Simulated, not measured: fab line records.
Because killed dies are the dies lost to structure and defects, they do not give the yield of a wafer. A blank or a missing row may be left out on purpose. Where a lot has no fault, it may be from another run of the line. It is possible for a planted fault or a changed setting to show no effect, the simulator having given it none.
fab line records | flow rit-cmos
record lots=11 wafers=33 last-day=7
route steps=202 shown SILICIDE@162
lots with no fault: from the same line, run without faults
start-h: the number of hours between the record's first day and the start of the first shown wafer of the lot | wait-h: time in hours since the lot's previous step | " unchanged from the row above | L1.1+2: several wafers, shown together as one row | - no value, or no start given | * or withheld: withheld | < > ~ a bound
route shown NAME@n: NAME is a module with steps in the file, n the number in the route of the first one | usual: mean/standard deviation taken from wafers without a fault | same: alike in all rows | chamber/n: place in a boat | sites: each site's reading | _std_site: the values' standard deviation | _edge_site: inner sites' mean taken away from outer sites' mean | radius-mm: how far each site lies from the wafer's centre | mask NAME#n: copy n | behind: tool/chamber where the wafer was last shaped | hold: cause of the lot's hold/its duration in hours/its outcome | device: transistor that didn't switch, given as n, p or np | end of line: at the end of the route, the tests of the same wafers | for a step that has no rows: nothing shown but its recipe | killed: not the wafer's yield, but the dies lost to structure and defects at the first sort | map: shows each die of a wafer: x if killed, . if not, _ if none is there
set.NAME: setting as actually run; set.NAME@STEP: the setting as run at that earlier step | model.NAME: the simulator's own value behind a step, which no gauge read
route steps across a sampled set of lots; one table per step, one row per wafer
services: from which hour (start-h, from the record's first day; less than 0 if before it) a tool's chamber was out of use, for how many hours, and why
## steps
# step RIT_SILICIDE_SPUTTER_01
# recipe material=Ti target-thk-nm=30 power-w=350 chamber-pressure-pa=0.667 gas=Ar time-s=240 substrate-temp-c=25
# usual throttle-valve-pct=29.9/1.4
# columns lot.wafer tool chamber start-h wait-h throttle-valve-pct
L422.2 pvd-sputter-01 - 68.56 0.0 28.3
L422.5 " - " " 29.4
L422.6 " - " " 28.8
L423.2 pvd-sputter-01 - 75.21 0.0 28.7
L423.3 " - " " 28.1
L423.6 " - " " 32.4
L425.3 pvd-sputter-01 - 93.31 0.0 29.5
L425.4 " - " " 28.5
L425.6 " - " " 28.6
L427.4 pvd-sputter-04 - 114.52 0.0 30.2
L427.5 " - " " 30.1
L427.6 " - " " 28.5
L434.1 pvd-sputter-04 - 138.57 0.0 29.6
L434.4 " - " " 28.4
L434.6 " - " " 29.8
L435.1 pvd-sputter-02 - 140.63 0.0 30.1
L435.5 " - " " 30.3
L435.6 " - " " 31.6
L438.2 pvd-sputter-04 - 147.72 0.0 30.0
L438.3 " - " " 30.0
L438.6 " - " " 29.7
L440.3 pvd-sputter-04 - 151.71 0.0 29.8
L440.4 " - " " 28.7
L440.6 " - " " 28.6
L442.4 pvd-sputter-04 - 160.52 0.0 29.8
L442.5 " - " " 28.4
L442.6 " - " " 30.2
L443.1 pvd-sputter-02 - 161.68 0.0 31.0
L443.3 " - " " 31.4
L443.6 " - " " 31.4
L445.1 pvd-sputter-02 - 170.49 0.0 30.1
L445.2 " - " " 31.3
L445.3 " - " " 30.9
# step RIT_SILICIDE_RS_MEAS_02
# recipe thk-meas-gauge=four-point-probe reads=Ti_of_SILICIDE_SPUTTER_01
# usual SILICIDE_TI_RS=47.8/0.93
# columns lot.wafer tool chamber start-h wait-h SILICIDE_TI_RS[ohm/sq]
L422.2 film-metro-04 - 68.73 0.1 48.0
L422.5 " - " " 49.0
L422.6 " - " " 48.7
L423.2 film-metro-04 - 75.38 0.1 48.1
L423.3 " - " " 47.6
L423.6 " - " " 46.3
L425.3 film-metro-03 - 93.50 0.1 49.4
L425.4 " - " " 50.6
L425.6 " - " " 50.5
L427.4 film-metro-04 - 114.73 0.1 48.9
L427.5 " - " " 49.6
L427.6 " - " " 47.7
L434.1 film-metro-03 - 138.73 0.1 48.6
L434.4 " - " " 47.0
L434.6 " - " " 48.7
L435.1 film-metro-04 - 140.78 0.1 46.2
L435.5 " - " " 45.9
L435.6 " - " " 47.0
L438.2 film-metro-03 - 147.89 0.1 48.3
L438.3 " - " " 49.3
L438.6 " - " " 48.9
L440.3 film-metro-01 - 151.90 0.1 49.1
L440.4 " - " " 47.0
L440.6 " - " " 47.7
L442.4 film-metro-04 - 160.73 0.1 48.3
L442.5 " - " " 46.6
L442.6 " - " " 47.6
L443.1 film-metro-04 - 161.83 0.1 47.9
L443.3 " - " " 46.8
L443.6 " - " " 47.0
L445.1 film-metro-04 - 170.64 0.1 46.2
L445.2 " - " " 46.0
L445.3 " - " " 47.2
## services
# columns tool chamber start-h hours kind
pvd-sputter-01 - 49.94 3.9 repair
pvd-sputter-02 - 102.47 2.1 repair
pvd-sputter-02 - 112.11 2.4 repair
pvd-sputter-01 - 130.93 2.0 repair
pvd-sputter-01 - 133.63 0.8 repair
## key
first-sign step=RIT_SILICIDE_RS_MEAS_02 reading=SILICIDE_TI_RS direction=up sigmas=3 usual=47.8 struck=50.5
effect none on later readings
met-at RIT_SILICIDE_SPUTTER_01
struck-lots L425
struck-wafers L425.4,L425.6
tester-left-out L425
onset-between 75.21 93.31
fault kind=site-profile-drift tool=pvd-sputter-01 chamber=- onset-h=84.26 steps=RIT_SILICIDE_SPUTTER_01 basis=fraction max-abs-drift=0.073001 slope-share-per-hr=36.5 site-pattern=0,0,0,0,0,-1,-1,-1,-1 scope=struck-wafers-only
# tester-left-out: of these lots the tester's yield and bins aren't shown, on N5 and GAA mostly nor the transistor test; their killed dies are dies lost to structure and defects alone, not to doping, threshold or leakage, so they don't give the yield
